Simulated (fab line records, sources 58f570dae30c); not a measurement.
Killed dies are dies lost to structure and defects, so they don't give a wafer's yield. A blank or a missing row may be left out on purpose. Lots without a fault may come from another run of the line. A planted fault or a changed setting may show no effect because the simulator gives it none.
Chamber matching | flow berkeley_cmos170 | UCB170_CONTACT_ETCH_17 on rie_diel-02: 4 sister chambers
The step etches BARC in N2/H2. 4 wafers are shown with their chamber, then 7 later ones without.

WAFERS WITH THEIR CHAMBER
wafer  | chamber | drypump_motor_current_A (A)
L652.1 | 3       | 5.7
L652.2 | 2       | 5.3
L654.1 | 1       | 5.1
L654.3 | 0       | 5.8

WAFERS WITHOUT THEIR CHAMBER
wafer  | drypump_motor_current_A (A)
L654.6 | 5.3
L655.1 | 5.9
L655.4 | 5.7
L655.6 | 5.1
L659.4 | 5.8
L659.5 | 5.1
L659.6 | 5.3

WHICH CHAMBER EACH WENT THROUGH
wafer  | from the rows above | in truth
L654.6 | 2                   | 2
L655.1 | 0                   | 0
L655.4 | 3                   | 3
L655.6 | 1                   | 1
L659.4 | 0                   | 0
L659.5 | 1                   | 1
L659.6 | 2                   | 2
Placed correctly: 7 of 7. Can't be placed from these rows: 0. Placed wrongly: 0.
How it was worked out, from the rows above alone: a wafer's distance from a chamber is the root of the sum, over the readings, of the square of ((its reading less the chamber's mean) divided by the reading's scatter). The wafer belongs to the nearest chamber; if the next one is less than 2 further off, it can't be placed. A chamber's mean is the mean of its shown wafers. The scatter: with one shown wafer a chamber, the root of the mean of the squares of how far each hidden wafer lies from its nearest shown one.
